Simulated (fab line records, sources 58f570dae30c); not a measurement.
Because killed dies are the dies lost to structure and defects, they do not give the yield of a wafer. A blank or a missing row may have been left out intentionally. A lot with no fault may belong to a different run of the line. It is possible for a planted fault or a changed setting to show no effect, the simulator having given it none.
Split-lot trial	flow berkeley cmos170	5 lots, 27 wafers read, on a route of 331 steps

== THE SPLIT ITSELF ==
At UCB170_SDANNEAL_RTA_01 (time 5 s), the setting time s was moved away from the recipe's 5 s on 9 of the 27 wafers read, by -31.5% to +16.7%. This setting was run at the recipe's value on the other wafers.

== FROM THE SPLIT TO THE READING: what the file shows between them, 2 steps ==
- UCB170_SDANNEAL_RS_MEAS_02: measures by four-point-probe
- UCB170_SDANNEAL_RS_MEAS_03: measures by four-point-probe

== THE READING ==
PLDD_RS in ohm/sq, measured at UCB170_SDANNEAL_RS_MEAS_04 by four-point-probe. Fault-free wafers of this fab line usually give 1031.3 ohm/sq, standard deviation 2 ohm/sq.

wafer	tool, chamber at the split	time s as run, s	against the recipe	PLDD_RS, ohm/sq	against lot-mates on the recipe
L074.1	rtp anneal-01, 0	5	recipe	1030.0	-
L074.2	rtp anneal-01, 0	5	recipe	1030.9	-
L074.3	rtp anneal-01, 0	5	recipe	1028.7	-
L074.4	rtp anneal-01, 0	5	recipe	1031.4	-
L074.5	rtp anneal-01, 0	5	recipe	1031.2	-
L074.6	rtp anneal-01, 0	5	recipe	1032.8	-
L077.1	rtp anneal-02, 0	5	recipe	1031.0	-
L077.2	rtp anneal-02, 0	5	recipe	1031.5	-
L077.3	rtp anneal-02, 0	5	recipe	1029.5	-
L080.1	rtp anneal-02, 0	5.833	+16.7%	1026.6	-5.9
L080.2	rtp anneal-02, 0	5	recipe	1029.2	-
L080.3	rtp anneal-02, 0	5.833	+16.7%	1027.0	-5.5
L080.4	rtp anneal-02, 0	5	recipe	1034.6	-
L080.5	rtp anneal-02, 0	5	recipe	1033.7	-
L080.6	rtp anneal-02, 0	5.833	+16.7%	1028.6	-3.9
L081.1	rtp anneal-02, 0	5.766	+15.3%	1028.8	-4.4
L081.2	rtp anneal-02, 0	5.766	+15.3%	1029.1	-4.1
L081.3	rtp anneal-02, 0	5.766	+15.3%	1030.4	-2.8
L081.4	rtp anneal-02, 0	5	recipe	1033.6	-
L081.5	rtp anneal-02, 0	5	recipe	1030.6	-
L081.6	rtp anneal-02, 0	5	recipe	1035.4	-
L085.1	rtp anneal-01, 0	3.426	-31.5%	1037.6	+6.7
L085.2	rtp anneal-01, 0	5	recipe	1030.8	-
L085.3	rtp anneal-01, 0	5	recipe	1029.9	-
L085.4	rtp anneal-01, 0	3.426	-31.5%	1039.0	+8.1
L085.5	rtp anneal-01, 0	3.426	-31.5%	1037.3	+6.4
L085.6	rtp anneal-01, 0	5	recipe	1032.1	-

THE FIT
A straight line over all 27 wafers: PLDD_RS changes by -0.202 ohm/sq for each +1% of time s; r = -0.85; the points scatter about the line by 1.7 ohm/sq.
The same after taking each lot's own level away (the mean of its wafers on the recipe; 27 wafers): -0.242 ohm/sq for each +1%; r = -0.91; scatter 1.4 ohm/sq.
The reading moves by 7.6 ohm/sq for the largest change in time s, on that fit.
Across the lots, their own levels run from 1030.67 to 1033.20 ohm/sq, a range of 1.3 times the standard deviation given above.
Hence the slope depends on the lot-to-lot level, as the two fits are not the same.
Check: +7.7 ohm/sq against its lot-mates is what the line predicts for one of the wafers moved furthest among these (-31.5%) when that wafer is left out of the fit. Against them it came out at +6.67 ohm/sq.
Tool readings at the split's step, against how far the setting was moved: lamp power pct r = -0.47.

== THE OTHER SPLITS THESE WAFERS WENT THROUGH ==
Note: prior to the reading, these wafers also went through further splits. Each is held against what the fit with the lots' levels taken away leaves over:
other split on the same wafers	wafers away from the commonest value	r with PLDD_RS (lot level and that fit taken away)
UCB170_NWELL_OXIDATION_01 ox time s	18	-0.03
UCB170_PWELL_OXIDATION_02 ox time s	21	-0.05
UCB170_GATE_ETCH_15 target depth a	6	+0.18

== THE WHOLE CHAIN: every reading that the file lists as answering this split, in the file's order ==
step	what it does	reading	change (the file's fit)	r (the file's)
UCB170_SDANNEAL_RTA_01	time 5 s	lamp power pct	-0.00854 % for each +1% of the setting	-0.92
UCB170_SDANNEAL_RS_MEAS_02	measures by four-point-probe	PSD_RS	-0.211 for each +1% of the setting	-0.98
UCB170_SDANNEAL_RS_MEAS_03	measures by four-point-probe	NSD_RS	-0.0319 for each +1% of the setting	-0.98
UCB170_SDANNEAL_RS_MEAS_04	measures by four-point-probe	PLDD_RS	-0.242 for each +1% of the setting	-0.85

== FILE'S OWN FIT ==
PLDD_RS changes by -0.242 ohm/sq for each +1% of time s, r = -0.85.
